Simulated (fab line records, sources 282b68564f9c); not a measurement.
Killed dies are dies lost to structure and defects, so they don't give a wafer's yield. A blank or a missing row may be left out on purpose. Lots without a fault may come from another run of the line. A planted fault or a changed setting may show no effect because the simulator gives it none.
Which tool did it? | flow rit_cmos | 15 lots, 45 wafers sampled, at 5 steps of a route of 202

WHAT THE GAUGES READ, wafer by wafer
RIT_GATE_THK_MEAS_09. Usual: GATE_POLY_THK 249.2 nm, standard deviation 1.9.
lot  | measured    | on            | GATE_POLY_THK (nm) | flag
L401 | day 2 12:52 | film_metro-02 | 249.8 249.3 248.3  |
L403 | day 2 23:47 | film_metro-02 | 252.1 250.3 249.2  |
L404 | day 3 07:50 | film_metro-03 | 249.5 249.3 249.4  |
L405 | day 3 10:04 | film_metro-02 | 250.6 251.3 251.5  |
L406 | day 3 13:49 | film_metro-03 | 249.0 252.0 250.8  |
L408 | day 4 03:08 | film_metro-02 | 249.6 248.8 249.0  |
L410 | day 4 12:26 | film_metro-02 | 249.3 251.3 250.9  |
L411 | day 4 16:19 | film_metro-04 | 251.7 249.2 250.2  |
L412 | day 4 21:59 | film_metro-03 | 252.7 253.2 252.4  |
L413 | day 5 04:04 | film_metro-04 | 251.5 250.2 249.9  |
L414 | day 5 07:14 | film_metro-04 | 247.3 248.9 250.4  |
L415 | day 5 15:20 | film_metro-02 | 247.9 246.1 248.0  |
L418 | day 6 06:31 | film_metro-02 | 246.2 247.5 248.4  |
L421 | day 6 21:39 | film_metro-02 | 249.1 249.0 248.7  |
L423 | day 7 03:04 | film_metro-02 | 250.4 248.9 249.4  |

RIT_CONTACT_OVL_MEAS_09. Usual: CONTACT_OVL 0.2 nm, standard deviation 1.3.
lot  | measured    | on         | CONTACT_OVL (nm) | flag
L401 | day 3 06:13 | overlay-02 | 2.1 -0.1 0.9     |
L403 | day 3 16:13 | overlay-01 | -2.5 -0.5 -0.4   |
L404 | day 3 23:55 | overlay-01 | -0.2 2.7 0.2     |
L405 | day 4 02:38 | overlay-02 | -0.3 0.3 -0.3    |
L406 | day 4 06:17 | overlay-02 | 0.9 1.3 1.5      |
L408 | day 4 20:58 | overlay-02 | -0.7 0.7 -0.2    |
L410 | day 5 06:11 | overlay-01 | 0.6 1.1 1.1      |
L411 | day 5 08:34 | overlay-02 | 0.8 -0.8 2.7     |
L412 | day 5 15:21 | overlay-02 | -1.7 -3.4 -0.6   |
L413 | day 5 21:47 | overlay-02 | -1.8 -1.2 1.3    |
L414 | day 6 00:49 | overlay-02 | -1.1 -0.5 1.3    |
L415 | day 6 07:35 | overlay-01 | 2.3 0.7 1.2      |
L418 | day 6 22:44 | overlay-01 | -0.1 2.7 2.0     |
L421 | day 7 13:34 | overlay-01 | 1.0 0.7 1.0      |
L423 | day 7 21:05 | overlay-01 | 1.2 0.2 2.0      |

RIT_M1_OVL_MEAS_10. Usual: M1_OVL 0.7 nm, standard deviation 1.2.
lot  | measured    | on         | M1_OVL (nm)       | flag
L401 | day 3 08:43 | overlay-02 | 1.9 1.2 1.9       |
L403 | day 3 18:46 | overlay-01 | 1.3 0.3 -1.8      |
L404 | day 4 02:33 | overlay-01 | 0.6 2.6 -0.3      |
L405 | day 4 05:25 | overlay-01 | 1.7 -0.2 2.8      |
L406 | day 4 09:02 | overlay-01 | 1.6 0.4 0.6       |
L408 | day 4 23:29 | overlay-01 | 1.6 1.8 1.5       |
L410 | day 5 08:41 | overlay-01 | -1.1 -0.6 -1.5    |
L411 | day 5 11:22 | overlay-01 | 0.5 0.0 2.2       |
L412 | day 5 17:59 | overlay-01 | 0.9 1.8 3.2       |
L413 | day 6 00:25 | overlay-01 | 0.2 -1.3 -0.7     |
L414 | day 6 03:37 | overlay-02 | 0.8 0.3 1.8       |
L415 | day 6 10:13 | overlay-01 | 1.0 -0.1 2.0      |
L418 | day 7 01:25 | overlay-01 | 361.7 361.9 361.5 | OFF
L421 | day 7 16:23 | overlay-02 | 358.7 359.9 359.4 | OFF
L423 | day 7 23:43 | overlay-01 | 361.3 359.8 360.5 | OFF

WHICH TOOL RAN EACH LOT (tool, then ch and the chambers of the sampled wafers, then the start)
lot  | RIT_GATE_STRIP_20                   | RIT_M1_EXPOSE_06
L401 | plasma_asher-03 ch 0,1, day 2 14:19 | iline_stepper-02 ch 0, day 3 08:10
L403 | plasma_asher-03 ch 0, day 3 01:17   | iline_stepper-01 ch 0, day 3 18:13
L404 | plasma_asher-03 ch 0,1, day 3 09:20 | iline_stepper-02 ch 0, day 4 02:02
L405 | plasma_asher-02 ch 0,1, day 3 11:31 | iline_stepper-01 ch 0, day 4 04:52
L406 | plasma_asher-02 ch 0, day 3 15:15   | iline_stepper-01 ch 0, day 4 08:15
L408 | plasma_asher-02 ch 0,1, day 4 04:35 | iline_stepper-01 ch 0, day 4 22:57
L410 | plasma_asher-01 ch 0,1, day 4 13:52 | iline_stepper-02 ch 0, day 5 08:07
L411 | plasma_asher-02 ch 0,1, day 4 17:45 | iline_stepper-02 ch 0, day 5 10:49
L412 | plasma_asher-01 ch 0,1, day 4 23:26 | iline_stepper-01 ch 0, day 5 17:27
L413 | plasma_asher-02 ch 0,1, day 5 05:29 | iline_stepper-02 ch 0, day 5 23:53
L414 | plasma_asher-01 ch 0,1, day 5 08:37 | iline_stepper-02 ch 0, day 6 03:05
L415 | plasma_asher-02 ch 0,1, day 5 16:47 | iline_stepper-01 ch 0, day 6 09:40
L418 | plasma_asher-01 ch 0,1, day 6 08:10 | iline_stepper-02 ch 0, day 7 00:50
L421 | plasma_asher-02 ch 0,1, day 6 22:59 | iline_stepper-02 ch 0, day 7 15:50
L423 | plasma_asher-02 ch 0,1, day 7 04:28 | iline_stepper-02 ch 0, day 7 23:11
- RIT_GATE_STRIP_20: strips in O2, time 180 s.
- RIT_M1_EXPOSE_06: exposes mask M12, target cd 2600 nm.

WHAT THE TOOLS THEMSELVES READ (means of the sampled wafers that have a number; where no wafer has one, the mark that the record gives instead)
RIT_GATE_STRIP_20. Usual: drypump_motor_current_A 5.9 A, standard deviation 0.35.
lot  | tool            | drypump_motor_current_A (A) | flag
L401 | plasma_asher-03 | 5.9                         |
L403 | plasma_asher-03 | 6.4                         |
L404 | plasma_asher-03 | 5.9                         |
L405 | plasma_asher-02 | 5.5                         |
L406 | plasma_asher-02 | 5.7                         |
L408 | plasma_asher-02 | 5.5                         |
L410 | plasma_asher-01 | 6.0                         |
L411 | plasma_asher-02 | 5.6                         |
L412 | plasma_asher-01 | 6.0                         |
L413 | plasma_asher-02 | 5.6                         |
L414 | plasma_asher-01 | 6.2                         |
L415 | plasma_asher-02 | 5.6                         |
L418 | plasma_asher-01 | 6.2                         |
L421 | plasma_asher-02 | 5.6                         |
L423 | plasma_asher-02 | 5.6                         |

THE ANSWER, worked out from the rows above alone
Rule: a lot is off if the mean of its wafers that have a number lies more than 3 standard deviations from the usual mean. A lot without any number at a reading at which 4 lots or more have one is off too. The other lots that the step has rows for count as sound. The gauges are gone through in route order, then the tools' own readings, and for those a lot's mean is taken as printed above. The first step at which some lot is off is used, and at that step the reading that is off furthest; a lot without a number counts as furthest.
Off: L418, L421, L423, at RIT_M1_OVL_MEAS_10 (M1_OVL).
A tool fits if, at a process step before that reading, it ran every lot that is off, and no sound lot after the first of them. The gauges at RIT_M1_OVL_MEAS_10 are tried like those tools. One fits: iline_stepper-02 at RIT_M1_EXPOSE_06. Its last sound lot is L414 (day 6 03:05), its first lot that is off L418 (day 7 00:50): a fault that began between those two fits.

WHAT THE SIMULATOR HAD PUT IN
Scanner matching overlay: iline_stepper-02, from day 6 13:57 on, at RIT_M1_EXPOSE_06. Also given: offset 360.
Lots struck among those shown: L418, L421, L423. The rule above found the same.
